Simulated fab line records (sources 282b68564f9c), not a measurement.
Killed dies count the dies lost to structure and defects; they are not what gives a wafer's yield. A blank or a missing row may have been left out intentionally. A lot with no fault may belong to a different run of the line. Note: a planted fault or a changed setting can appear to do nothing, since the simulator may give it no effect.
fab line records + flow ritCmos
record
- lots=14
- wafers=42
- lastDay=7
route steps=202 shown ACTIVE@4 M1@202
lots untouched by any fault: they come from a run of this same line in which no faults occurred
startH: hours from the record's opening day to when the first of the lot's shown wafers began + waitH: how many hours have passed since the lot's step before this one + " as in the row above + L1.1+2: a row that stands for several wafers + - either no value or no given start + * or withheld: withheld + < > ~ a bound
route shown NAME@n: NAME is a module with steps in the file, n the number in the route of the first one + usual: mean and standard deviation over wafers with no fault + same: alike in all rows + chamber/n: place in a boat + sites: per-site readings + _std_site: how widely they spread, as a standard deviation + _edge_site: the outer-site mean with the inner-site mean subtracted + radiusMm: for every site, how far away it sits from the centre of the wafer + mask NAME#n: copy n + behind: the most recent tool/chamber to have shaped the wafer + hold: why the lot was held/for how many hours/how that ended + device: whichever transistor did not switch (one of n, p or np) + end of line: tests run on the same wafers once the route is complete + a step given without rows: its recipe and nothing more + killed: the dies lost at the first sort to structure and to defects; this is not the yield of the wafer + map: per-die view of a wafer (x killed, . not killed, _ where there is no die)
set.NAME: the run value of the setting; set.NAME@STEP: its run value at that earlier step + model.NAME: the simulator's own value behind a step, which no gauge read
the route's steps for a sample of lots (tables are steps, rows are wafers)
services: from which hour (startH, from the record's first day; less than 0 if before it) a tool's chamber was out of use, for how many hours, and why
## steps
# step RIT_ACTIVE_CVD_03
# recipe
- material=Si3N4
- targetThkNm=150
- tempC=810
- precursor=SiH2Cl2/NH3
- timeS=1500
- pressureMtorr=300
- sih2cl2FlowSccm=60
- nh3FlowSccm=150
# usual
- spikeTcCentreC=812.0/1.7
- spikeTcLoadC=834/3.5
- spikeTcSourceC=832.2/2.4
- susceptorTempC=810.0/0.38
| lot.wafer | tool     | chamber | startH | waitH | spikeTcCentreC | spikeTcLoadC | spikeTcSourceC | susceptorTempC |
|-----------|----------|---------|--------|-------|----------------|--------------|----------------|----------------|
| L470.4    | lpcvd-01 | 0       | 13.60  | 0.7   | 812.3          | 838          | 828.4          | 809.7          |
| L470.5    | "        | 0       | "      | "     | 811.7          | 838          | 828.9          | 809.9          |
| L470.6    | "        | 0       | "      | "     | 814.1          | 837          | 826.4          | 810.1          |
| L472.2    | lpcvd-02 | 1       | 22.11  | 0.0   | 812.7          | 829          | 832.7          | 810.1          |
| L472.3    | "        | 1       | "      | "     | 814.4          | 829          | 833.8          | 810.4          |
| L472.6    | "        | 1       | "      | "     | 814.2          | 831          | 832.5          | 810.3          |
| L473.3    | lpcvd-01 | 0       | 28.20  | 0.5   | 811.0          | 838          | 828.0          | 809.4          |
| L473.5    | "        | 0       | "      | "     | 812.9          | 837          | 825.6          | 809.5          |
| L473.6    | "        | 0       | "      | "     | 813.6          | 838          | 827.0          | 809.7          |
| L474.2    | lpcvd-02 | 1       | 35.49  | 0.0   | 814.0          | 827          | 834.4          | 810.5          |
| L474.5    | "        | 1       | "      | "     | 813.3          | 831          | 832.0          | 810.5          |
| L474.6    | "        | 1       | "      | "     | 812.3          | 831          | 832.1          | 810.5          |
| L475.2    | lpcvd-01 | 0       | 40.59  | 0.7   | 811.8          | 840          | 827.1          | 809.9          |
| L475.3    | "        | 0       | "      | "     | 811.8          | 838          | 825.6          | 810.1          |
| L475.4    | "        | 0       | "      | "     | 811.6          | 839          | 827.4          | 810.1          |
| L477.3    | lpcvd-01 | 0       | 48.25  | 0.0   | 812.1          | 837          | 828.1          | 809.7          |
| L477.4    | "        | 0       | "      | "     | 814.0          | 838          | 828.1          | 809.5          |
| L477.5    | "        | 0       | "      | "     | 812.4          | 836          | 827.5          | 809.6          |
| L480.2    | lpcvd-01 | 1       | 62.19  | 0.0   | 827.8          | 854          | 848.5          | 824.9          |
| L480.3    | "        | 1       | "      | "     | 829.1          | 852          | 847.5          | 824.9          |
| L480.5    | "        | 1       | "      | "     | 828.1          | 853          | 849.7          | 825.1          |
| L481.1    | lpcvd-02 | 1       | 67.18  | 0.1   | 812.2          | 831          | 835.5          | 810.0          |
| L481.2    | "        | 1       | "      | "     | 812.7          | 830          | 832.7          | 810.5          |
| L481.6    | "        | 1       | "      | "     | 815.7          | 829          | 832.4          | 809.7          |
| L482.1    | lpcvd-01 | 1       | 72.11  | 0.1   | 827.0          | 851          | 849.5          | 824.9          |
| L482.2    | "        | 1       | "      | "     | 828.1          | 853          | 847.5          | 824.1          |
| L482.6    | "        | 1       | "      | "     | 826.8          | 851          | 848.1          | 824.9          |
| L487.1    | lpcvd-02 | 0       | 97.11  | 0.1   | 809.8          | 837          | 832.5          | 809.5          |
| L487.3    | "        | 0       | "      | "     | 809.7          | 835          | 831.9          | 809.8          |
| L487.4    | "        | 0       | "      | "     | 808.8          | 835          | 832.8          | 809.2          |
| L488.2    | lpcvd-02 | 1       | 102.11 | 0.0   | 813.0          | 829          | 831.8          | 810.1          |
| L488.3    | "        | 1       | "      | "     | 812.2          | 831          | 832.2          | 810.2          |
| L488.6    | "        | 1       | "      | "     | 813.4          | 831          | 831.3          | 810.2          |
| L491.2    | lpcvd-02 | 0       | 117.80 | 0.7   | 810.8          | 834          | 833.2          | 809.8          |
| L491.4    | "        | 0       | "      | "     | 809.7          | 835          | 832.7          | 809.7          |
| L491.5    | "        | 0       | "      | "     | 811.2          | 835          | 832.7          | 809.5          |
| L492.2    | lpcvd-02 | 1       | 123.08 | 1.0   | 813.5          | 831          | 833.8          | 810.2          |
| L492.4    | "        | 1       | "      | "     | 813.4          | 830          | 833.4          | 810.0          |
| L492.6    | "        | 1       | "      | "     | 812.5          | 830          | 832.2          | 809.9          |
| L493.1    | lpcvd-02 | 0       | 128.03 | 1.0   | 807.4          | 837          | 832.1          | 809.9          |
| L493.4    | "        | 0       | "      | "     | 809.5          | 837          | 832.3          | 810.2          |
| L493.6    | "        | 0       | "      | "     | 810.0          | 835          | 834.8          | 809.6          |
# step RIT_ACTIVE_THK_MEAS_04
# recipe
- reads=Si3N4_of_ACTIVE_CVD_03
# usual
- ACTIVE_NITRIDE_THK=149.9/1.5
| lot.wafer | tool         | chamber | startH | waitH | ACTIVE_NITRIDE_THK[nm] |
|-----------|--------------|---------|--------|-------|------------------------|
| L470.4    | filmMetro-04 | -       | 15.05  | 0.0   | 151.1                  |
| L470.5    | "            | -       | "      | "     | 151.0                  |
| L470.6    | "            | -       | "      | "     | 150.3                  |
| L472.2    | filmMetro-04 | -       | 23.54  | 0.0   | 148.7                  |
| L472.3    | "            | -       | "      | "     | 148.0                  |
| L472.6    | "            | -       | "      | "     | 150.1                  |
| L473.3    | filmMetro-01 | -       | 29.64  | 0.0   | 150.2                  |
| L473.5    | "            | -       | "      | "     | 151.2                  |
| L473.6    | "            | -       | "      | "     | 148.5                  |
| L474.2    | filmMetro-01 | -       | 36.92  | 0.0   | 151.5                  |
| L474.5    | "            | -       | "      | "     | 150.8                  |
| L474.6    | "            | -       | "      | "     | 151.8                  |
| L475.2    | filmMetro-04 | -       | 42.02  | 0.0   | 150.3                  |
| L475.3    | "            | -       | "      | "     | 149.7                  |
| L475.4    | "            | -       | "      | "     | 149.4                  |
| L477.3    | filmMetro-04 | -       | 49.68  | 0.0   | 151.8                  |
| L477.4    | "            | -       | "      | "     | 153.1                  |
| L477.5    | "            | -       | "      | "     | 152.2                  |
| L480.2    | filmMetro-02 | -       | 63.62  | 0.0   | 195.4                  |
| L480.3    | "            | -       | "      | "     | 194.9                  |
| L480.5    | "            | -       | "      | "     | 193.8                  |
| L481.1    | filmMetro-01 | -       | 69.31  | 0.0   | 149.7                  |
| L481.2    | "            | -       | "      | "     | 148.8                  |
| L481.6    | "            | -       | "      | "     | 150.2                  |
| L482.1    | filmMetro-02 | -       | 73.53  | 0.0   | 192.8                  |
| L482.2    | "            | -       | "      | "     | 193.6                  |
| L482.6    | "            | -       | "      | "     | 192.6                  |
| L487.1    | filmMetro-01 | -       | 98.53  | 0.0   | 149.4                  |
| L487.3    | "            | -       | "      | "     | 150.3                  |
| L487.4    | "            | -       | "      | "     | 150.5                  |
| L488.2    | filmMetro-02 | -       | 103.54 | 0.0   | 146.2                  |
| L488.3    | "            | -       | "      | "     | 146.6                  |
| L488.6    | "            | -       | "      | "     | 146.8                  |
| L491.2    | filmMetro-02 | -       | 119.23 | 0.0   | 152.6                  |
| L491.4    | "            | -       | "      | "     | 150.8                  |
| L491.5    | "            | -       | "      | "     | 151.3                  |
| L492.2    | filmMetro-04 | -       | 124.51 | 0.0   | 149.5                  |
| L492.4    | "            | -       | "      | "     | 150.3                  |
| L492.6    | "            | -       | "      | "     | 149.7                  |
| L493.1    | filmMetro-04 | -       | 129.45 | 0.0   | 147.9                  |
| L493.4    | "            | -       | "      | "     | 148.9                  |
| L493.6    | "            | -       | "      | "     | 148.5                  |
# step RIT_ACTIVE_ETCH_13
# recipe
- stopOn=SiO2
- chemistry=SF6
- target=Si3N4
- timeS=210
- overEtchFrac=0.4
- SF6_flow_sccm=200
- pressureMtorr=260
- rfW=125
- targetDepthA=2100
# usual
- drypumpMotorCurrentA=5.4/0.36
- oesProductAu=0.821/0.0092
- throttleValvePct=7.43/0.096
| lot.wafer | tool       | chamber | startH | waitH | drypumpMotorCurrentA | oesProductAu | rfHoursCounterH | throttleValvePct |
|-----------|------------|---------|--------|-------|----------------------|--------------|-----------------|------------------|
| L470.4    | rieDiel-03 | 3       | 16.51  | 0.1   | 5.2                  | 0.812        | 41              | 7.40             |
| L470.5    | "          | 1       | "      | "     | 5.1                  | 0.813        | -               | 7.30             |
| L470.6    | "          | 2       | "      | "     | 5.9                  | 0.837        | -               | 7.50             |
| L472.2    | rieDiel-04 | 1       | 24.90  | 0.1   | 5.3                  | 0.825        | 143             | 7.44             |
| L472.3    | "          | 2       | "      | "     | 5.4                  | 0.816        | 59              | 7.38             |
| L472.6    | "          | 0       | "      | "     | 5.0                  | 0.818        | -               | 7.43             |
| L473.3    | rieDiel-01 | 0       | 30.80  | 0.1   | 5.9                  | 0.827        | 6               | 7.41             |
| L473.5    | "          | 2       | "      | "     | 6.2                  | 0.840        | -               | 7.68             |
| L473.6    | "          | 1       | "      | "     | 5.0                  | 0.812        | -               | 7.43             |
| L474.2    | rieDiel-04 | 2       | 38.22  | 0.1   | 5.4                  | 0.834        | 59              | 7.38             |
| L474.5    | "          | 2       | "      | "     | 5.4                  | 0.822        | -               | 7.38             |
| L474.6    | "          | 1       | "      | "     | 5.3                  | 0.823        | -               | 7.44             |
| L475.2    | rieDiel-03 | 0       | 43.19  | 0.1   | 5.6                  | 0.806        | 5               | 7.57             |
| L475.3    | "          | 2       | "      | "     | 5.9                  | 0.826        | 81              | 7.49             |
| L475.4    | "          | 3       | "      | "     | 5.2                  | 0.807        | 41              | 7.39             |
| L477.3    | rieDiel-03 | 2       | 50.91  | 0.1   | 5.8                  | 0.838        | 81              | 7.49             |
| L477.4    | "          | 0       | "      | "     | 5.6                  | 0.810        | 5               | 7.60             |
| L477.5    | "          | 0       | "      | "     | 5.6                  | 0.815        | -               | 7.60             |
| L480.2    | rieDiel-03 | 3       | 64.79  | 0.1   | 5.2                  | 0.946        | 42              | 7.40             |
| L480.3    | "          | 2       | "      | "     | 5.9                  | 0.962        | 81              | 7.51             |
| L480.5    | "          | 2       | "      | "     | 5.8                  | 0.958        | -               | 7.49             |
| L481.1    | rieDiel-01 | 1       | 70.52  | 0.1   | 5.0                  | 0.812        | 93              | 7.44             |
| L481.2    | "          | 2       | "      | "     | 6.1                  | 0.826        | 38              | 7.69             |
| L481.6    | "          | 1       | "      | "     | 5.1                  | 0.825        | -               | 7.43             |
| L482.1    | rieDiel-04 | 0       | 74.97  | 0.1   | 5.0                  | 0.955        | 29              | 7.42             |
| L482.2    | "          | 1       | "      | "     | 5.3                  | 0.946        | 144             | 7.45             |
| L482.6    | "          | 1       | "      | "     | 5.3                  | 0.954        | -               | 7.45             |
| L487.1    | rieDiel-04 | 3       | 99.71  | 0.1   | 5.6                  | 0.817        | 124             | 7.32             |
| L487.3    | "          | 0       | "      | "     | 5.0                  | 0.826        | 29              | 7.41             |
| L487.4    | "          | 1       | "      | "     | 5.3                  | 0.821        | 144             | 7.44             |
| L488.2    | rieDiel-03 | 1       | 104.83 | 0.1   | 5.1                  | 0.802        | 2               | 7.29             |
| L488.3    | "          | 2       | "      | "     | 5.9                  | 0.823        | 82              | 7.51             |
| L488.6    | "          | 3       | "      | "     | 5.2                  | 0.801        | -               | 7.41             |
| L491.2    | rieDiel-04 | 3       | 120.52 | 0.1   | 5.6                  | 0.826        | 124             | 7.31             |
| L491.4    | "          | 0       | "      | "     | 5.0                  | 0.827        | 30              | 7.43             |
| L491.5    | "          | 3       | "      | "     | 5.7                  | 0.816        | -               | 7.32             |
| L492.2    | rieDiel-03 | 3       | 125.85 | 0.1   | 5.2                  | 0.804        | 43              | 7.40             |
| L492.4    | "          | 2       | "      | "     | 5.8                  | 0.826        | 82              | 7.50             |
| L492.6    | "          | 2       | "      | "     | 5.9                  | 0.829        | -               | 7.50             |
| L493.1    | rieDiel-03 | 2       | 130.76 | 0.1   | 5.8                  | 0.818        | 82              | 7.50             |
| L493.4    | "          | 1       | "      | "     | 5.1                  | 0.822        | 2               | 7.27             |
| L493.6    | "          | 3       | "      | "     | 5.2                  | 0.803        | -               | 7.40             |
# step RIT_M1_PROBE_99
# usual
- killed_at_M0_to_M3=0.0/0.12
- killedAtContacts=0.1/0.25
- killedAtFrontEnd=8/3.3
- killedDies=8/3.3
- killedOpen=3.9/2.1
- killedShort=3.8/2.2
# same
- grossDies=264
- killed_at_M4_up=0
- killedAtBackSide=0
- killedAtOther=0
| lot.wafer | tool      | chamber | startH | waitH | killed_at_M0_to_M3 | killedAtContacts | killedAtFrontEnd | killedDies | killedOpen | killedShort |
|-----------|-----------|---------|--------|-------|--------------------|------------------|------------------|------------|------------|-------------|
| L480.2    | prober-02 | -       | 107.85 | 0.1   | 0                  | 0                | 9                | 9          | 4          | 4           |
| L491.2    | prober-01 | -       | 163.74 | 0.1   | 0                  | 0                | 4                | 4          | 1          | 3           |
| L491.4    | prober-01 | -       | 163.84 | 0.2   | 0                  | 0                | 10               | 10         | 4          | 6           |
| L491.5    | prober-01 | -       | 163.89 | 0.2   | 0                  | 0                | 8                | 8          | 5          | 3           |
# killed by level:class
L480.2 FOX1:geometricParticle:open=2 SILICIDE:geometricParticle:short=2 FOX1:geometricParticle:short=1 REOX:geometricParticle:short=1 REOX:geometricParticle:open=1 SILICIDE:geometricParticle:open=1 ACTIVE:areaEtch=1
L491.2 GATE:geometricParticle:short=2 GATE:geometricParticle:open=1 SILICIDE:geometricParticle:short=1
L491.4 SILICIDE:geometricParticle:short=4 GATE:geometricParticle:open=2 REOX:geometricParticle:open=2 FOX2:geometricParticle:short=1 GATE:geometricParticle:short=1
L491.5 SILICIDE:geometricParticle:open=2 FOX2:geometricParticle:open=1 FOX2:geometricParticle:short=1 GATE:geometricParticle:open=1 GATE:geometricParticle:short=1 REOX:geometricParticle:open=1 SILICIDE:geometricParticle:short=1
## services
| tool       | chamber | startH | hours | kind   |
|------------|---------|--------|-------|--------|
| rieDiel-04 | 2       | -0.76  | 8.5   | repair |
| rieDiel-01 | 2       | 34.05  | 8.1   | repair |
| lpcvd-02   | -       | 47.39  | 16.1  | repair |
| rieDiel-04 | -       | 49.01  | 1.1   | repair |
| rieDiel-01 | -       | 98.85  | 2.4   | repair |
| lpcvd-01   | -       | 113.53 | 14.6  | pm     |
## key
firstSign
- step=RIT_ACTIVE_CVD_03
- reading=susceptorTempC
- direction=up
- sigmas=39
- usual=*
- struck=*
effect
- step=RIT_ACTIVE_CVD_03
- reading=spikeTcCentreC
- direction=up
- sigmas=9.2
- usual=812.0
- struck=827.8
effect
- step=RIT_ACTIVE_THK_MEAS_04
- reading=ACTIVE_NITRIDE_THK
- direction=up
- sigmas=28
- usual=149.9
- struck=193.9
effect
- step=RIT_ACTIVE_ETCH_13
- reading=oesProductAu
- direction=up
- sigmas=14
- usual=0.821
- struck=0.953
metAt RIT_ACTIVE_CVD_03
struckLots L480,L482
testerLeftOut L480,L482
onsetBetween 48.25 62.19
fault
- kind=processParameterDrift
- tool=lpcvd-01
- chamber=-
- onsetH=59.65
- steps=RIT_ACTIVE_CVD_03
- channel=tempC
- offset=*
- shape=step
- endH=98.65
- actsIn=*
- stated=*
# testerLeftOut: of these lots the tester's yield and bins aren't shown, on N5 and GAA mostly nor the transistor test; their killed dies are dies lost to structure and defects alone, not to doping, threshold or leakage, so they don't give the yield
